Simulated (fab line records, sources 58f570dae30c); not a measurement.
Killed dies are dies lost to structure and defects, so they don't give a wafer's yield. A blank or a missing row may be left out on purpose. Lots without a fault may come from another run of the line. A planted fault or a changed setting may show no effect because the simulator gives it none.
Split-lot experiment | flow berkeley_cmos170 | 5 lots, 23 wafers read, on a route of 331 steps

THE SPLIT
At UCB170_PFIELD_IMPLANT_07, the setting dose_cm2 was moved away from the recipe's 2e+13 on 7 of the 23 wafers read, by -5.9% to +6.3%. The other wafers ran this setting at the recipe's value.

FROM THE SPLIT TO THE READING: what the file shows between them, 1 step
- UCB170_PFIELD_STRIP_08: strips in O2

THE READING
PFIELD_TW, at UCB170_PFIELD_TW_MEAS_09. Fault-free wafers of this fab line usually give 602, standard deviation 4.3.

wafer  | tool, chamber at the split | dose_cm2 as run | against the recipe | PFIELD_TW | against lot-mates on the recipe
L075.1 | implanter-04, 0            | 2.077e+13       | +3.8%              | 605       | +4
L075.2 | implanter-04, 0            | 2.077e+13       | +3.8%              | 608       | +6
L075.3 | implanter-04, 0            | 2e+13           | recipe             | 603       | -
L075.4 | implanter-04, 0            | 2e+13           | recipe             | 600       | -
L075.5 | implanter-04, 0            | 2.077e+13       | +3.8%              | 606       | +4
L076.1 | implanter-01, 0            | 2e+13           | recipe             | 600       | -
L076.2 | implanter-01, 0            | 2e+13           | recipe             | 603       | -
L076.6 | implanter-01, 0            | 2e+13           | recipe             | 603       | -
L077.1 | implanter-04, 0            | 1.881e+13       | -5.9%              | 599       | -11
L077.2 | implanter-04, 0            | 1.881e+13       | -5.9%              | 599       | -11
L077.3 | implanter-04, 0            | 2e+13           | recipe             | 610       | -
L077.4 | implanter-04, 0            | 2e+13           | recipe             | 610       | -
L077.5 | implanter-04, 0            | 2e+13           | recipe             | 610       | -
L080.1 | implanter-02, 0            | 2e+13           | recipe             | 598       | -
L080.2 | implanter-02, 0            | 2e+13           | recipe             | 595       | -
L080.3 | implanter-02, 0            | 2e+13           | recipe             | 600       | -
L080.5 | implanter-02, 0            | 2e+13           | recipe             | 596       | -
L080.6 | implanter-02, 0            | 2e+13           | recipe             | 601       | -
L082.1 | implanter-01, 0            | 2e+13           | recipe             | 599       | -
L082.3 | implanter-01, 0            | 2e+13           | recipe             | 600       | -
L082.4 | implanter-01, 0            | 2.126e+13       | +6.3%              | 611       | +12
L082.5 | implanter-01, 0            | 2e+13           | recipe             | 599       | -
L082.6 | implanter-01, 0            | 2.126e+13       | +6.3%              | 614       | +15

THE FIT
A straight line over all 23 wafers: PFIELD_TW changes by +1.09 for each +1% of dose_cm2; r = +0.61; the points scatter about the line by 4.3.
The same after taking each lot's own level away (the mean of its wafers on the recipe; 23 wafers): +1.82 for each +1%; r = +0.95; scatter 1.8.
On that fit, the largest move of dose_cm2 shifts the reading by 11.
The lots' own levels span 598.0 to 610.0, that is 2.8 times the standard deviation above.
So the lot-to-lot level blurs the effect unless lot-mates are compared.
Check: with one of the wafers moved furthest among these (+6.3%) left out of the fit, the line predicts +11.2 for it against its lot-mates. It came out at +11.7 against them.

OTHER SPLITS ON THESE WAFERS
These wafers also went through other splits before the reading. Each is held against what the fit with the lots' levels taken away leaves over:
other split on the same wafers       | wafers away from the commonest value | r with PFIELD_TW (lot level and that fit taken away)
UCB170_START_OXIDATION_02 ox_time_s  | 15                                   | +0.07
UCB170_NWELL_OXIDATION_01 temp_c     | 15                                   | -0.07
UCB170_NWELL_IMPLANT_14 energy_kev   | 10                                   | +0.26
UCB170_PWELL_IMPLANT_15 energy_kev   | 7                                    | -0.15
UCB170_WELLDRIVE_OXIDATION_01 temp_c | 15                                   | -0.01
UCB170_ACTIVE_ETCH_15 time_s         | 11                                   | -0.65

THE FILE'S OWN FIT
PFIELD_TW changes by +1.91 for each +1% of dose_cm2, r = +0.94.
